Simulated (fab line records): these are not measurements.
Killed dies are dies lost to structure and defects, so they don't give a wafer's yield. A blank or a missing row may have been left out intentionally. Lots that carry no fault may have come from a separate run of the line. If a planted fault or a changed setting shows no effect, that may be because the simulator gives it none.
A struck lot beside a sound one + flow rit cmos + 17 steps out of a route of 202
Sound: these wafers, L405.3, L405.5, L405.6. Struck: wafer L411.4. The cause comes at the end.
Each step with rows lists, per side, the tool, then ch with its chambers, then its first start. Under that, the readings that differ: sound wafers + struck wafers + difference of the means + sigmas: that difference in standard deviations of wafers without a fault.
alike: same words and numbers on both sides, and readings whose means sit less than 2 such deviations apart. not compared: any withheld reading, any reading some wafer has no value for, any bound like >300 that may hide the same value, and any number with overlapping values for which the record gives no deviation.
The two part at a step that has a row with sigmas, a row that says differs or no value, or rows on one side only. Non-overlapping numbers with no deviation appear without sigmas and do not part them. Lack of a reading on every wafer of one side parts them only where that side has two or more wafers.

first, 1 step without rows for these wafers: RIT_PSD_IMPLANT_08.
RIT_PSD_STRIP_09: strips in O2, time 180 s.
  sound on plasma asher-03 ch 0,1, day 3 05:14; struck on plasma asher-04 ch 0, day 4 10:55
  alike: drypump motor current A
  not compared: rf hours counter h
RIT_PSD_TW_MEAS_10:
  sound on film metro-03, day 3 05:22; struck on film metro-03, day 4 11:04
  alike: PSD_TW
then, 3 steps without rows for these wafers: RIT_SDANNEAL_CLEAN_00 (cleans in SC1, time 600 s); RIT_SDANNEAL_CLEAN_01 (cleans in dHF, time 30 s); RIT_SDANNEAL_CLEAN_02 (cleans in SC2, time 600 s).
RIT_SDANNEAL_RTA_03: time 5 s.
  sound on rtp anneal-01 ch 0, day 3 05:49; struck on rtp anneal-01 ch 0, day 4 11:29
  alike: wafer_temp_C_max
RIT_SDANNEAL_RS_MEAS_04: the measuring method here is four-point-probe.
  sound on film metro-01, day 3 05:53; struck on film metro-03, day 4 11:35
  alike: PSD_RS
RIT_SDANNEAL_RS_MEAS_05: the measuring method here is four-point-probe.
  sound on film metro-01, day 3 06:01; struck on film metro-03, day 4 11:42
| reading         | sound          | struck | difference | sigmas |
|-----------------|----------------|--------|------------|--------|
| NSD_RS (ohm/sq) | 84.1 84.1 84.1 | 84.9   | +0.8       | +3     |
RIT_SDANNEAL_RS_MEAS_06: the measuring method here is four-point-probe.
  sound on film metro-01, day 3 06:08; struck on film metro-03, day 4 11:49
  alike: PLDD_RS
RIT_SDANNEAL_RS_MEAS_07: the measuring method here is four-point-probe.
  sound on film metro-01, day 3 06:15; struck on film metro-03, day 4 11:56
  alike: NLDD_RS
then, 1 step without rows for these wafers: RIT_SILICIDE_WET_ETCH_00 (etches SiO2 in BOE, target depth 14 nm, time 15 s).
RIT_SILICIDE_SPUTTER_01: material Ti, target thk 30 nm, time 228.7 s.
  sound on pvd sputter-04, day 3 06:20; struck on pvd sputter-04, day 4 12:01
| reading                                     | sound             | struck | difference | sigmas |
|---------------------------------------------|-------------------|--------|------------|--------|
| model.Ti_of_SILICIDE_SPUTTER_01.thk nm (nm) | 28.13 28.15 28.48 | 35.08  | +6.83      |        |
  alike: throttle valve pct
RIT_SILICIDE_RS_MEAS_02: the measuring method here is four-point-probe.
  sound on film metro-04, day 3 06:32; struck on film metro-01, day 4 12:13
| reading                 | sound          | struck | difference | sigmas |
|-------------------------|----------------|--------|------------|--------|
| SILICIDE_TI_RS (ohm/sq) | 51.9 51.8 51.1 | 39.4   | -12.2      | -17    |
RIT_SILICIDE_THK_MEAS_03: measures by xrf.
  sound on film metro-04, day 3 06:38; struck on film metro-01, day 4 12:19
| reading              | sound          | struck | difference | sigmas |
|----------------------|----------------|--------|------------|--------|
| SILICIDE_TI_THK (nm) | 28.3 28.5 28.8 | 35.6   | +7.1       | +19    |
RIT_SILICIDE_RTA_04: time 10 s, ramp up 5 s, ramp down 5 s.
  sound on rtp anneal-02 ch 0, day 3 06:42; struck on rtp anneal-02 ch 0, day 4 12:23
| reading          | sound             | struck | difference | sigmas |
|------------------|-------------------|--------|------------|--------|
| wafer_temp_C_max | 653.4 653.1 654.2 | 655.6  | +2.0       | +3     |
RIT_M1_PROBE_99:
  the record has rows for the sound wafers here (prober-01, day 3 13:23) and none for the struck ones

== WHERE THEY PART ==
First at RIT_SDANNEAL_RS_MEAS_05; last, within this record, at RIT_M1_PROBE_99.

WHY: the cause the simulator had injected
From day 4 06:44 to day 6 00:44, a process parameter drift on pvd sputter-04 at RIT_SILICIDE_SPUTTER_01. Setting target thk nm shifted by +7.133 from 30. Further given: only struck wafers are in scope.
